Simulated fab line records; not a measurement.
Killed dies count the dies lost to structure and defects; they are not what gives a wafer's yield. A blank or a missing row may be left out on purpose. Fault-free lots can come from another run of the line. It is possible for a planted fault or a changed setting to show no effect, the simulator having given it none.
Which of the tools did it? ; flow berkeley-cmos170 ; route of 331 steps, sampled at 1 step: 14 lots, 42 wafers

== WHAT THE GAUGES READ, wafer by wafer ==
UCB170_START_THK_MEAS_03.
lot;measured;on;START_OXIDE_THK (nm)
L517;day 1 15:05;film-metro-01;19.8 20.1 20.3
L519;day 2 02:03;film-metro-03;19.8 20.0 19.5
L521;day 2 09:47;film-metro-01;19.6 20.0 19.9
L522;day 2 16:23;film-metro-03;20.9 20.7 20.5
L525;day 3 08:37;film-metro-03;20.6 20.2 20.6
L526;day 3 15:11;film-metro-02;20.6 20.5 20.6
L528;day 3 23:37;film-metro-01;20.3 19.7 20.2
L533;day 4 19:50;film-metro-01;19.9 20.1 19.8
L534;day 5 03:49;film-metro-02;19.5 19.6 19.2
L536;day 5 14:17;film-metro-03;19.0 18.8 19.0
L537;day 5 21:34;film-metro-02;19.9 19.9 19.9
L538;day 5 21:35;film-metro-03;19.9 20.1 19.9
L540;day 6 09:25;film-metro-03;19.7 19.7 19.8
L539;day 6 09:26;film-metro-01;19.9 20.0 19.6

== TOOL THAT RAN EACH LOT (tool first, then ch and the chambers of the sampled wafers, then the start) ==
No process step before these readings appears in the record.

== WHAT THE TOOLS THEMSELVES READ (means of the sampled wafers that have a number; where no wafer has one, the mark that the record gives instead) ==
The record holds no such reading with a usual standard deviation.

== THE ANSWER, worked out from the rows above alone ==
Rule: the usual values come from the lots themselves. Put in order of their means at a reading, lots are off if they are a third of the lots or fewer, leave a main group of 4 or more, and stand apart from it by a gap of 3 or more times the standard deviation of the main group's means; of several such gaps the widest counts. Not used: any main group whose means are identical at the precision the tables above print for the reading. Also off: a lot with no number at a reading for which 4 or more lots have one. Any other lot the step has rows for is counted as sound. The gauges are gone through in route order, then the tools' own readings, and for those a lot's mean is taken as printed above. The first step at which some lot is off is used, and at that step the reading that is off furthest; a lot without a number counts as furthest.
Across all readings shown, no lot is off: no conclusion can be drawn from this.

== WHAT THE SIMULATOR HAD INSERTED ==
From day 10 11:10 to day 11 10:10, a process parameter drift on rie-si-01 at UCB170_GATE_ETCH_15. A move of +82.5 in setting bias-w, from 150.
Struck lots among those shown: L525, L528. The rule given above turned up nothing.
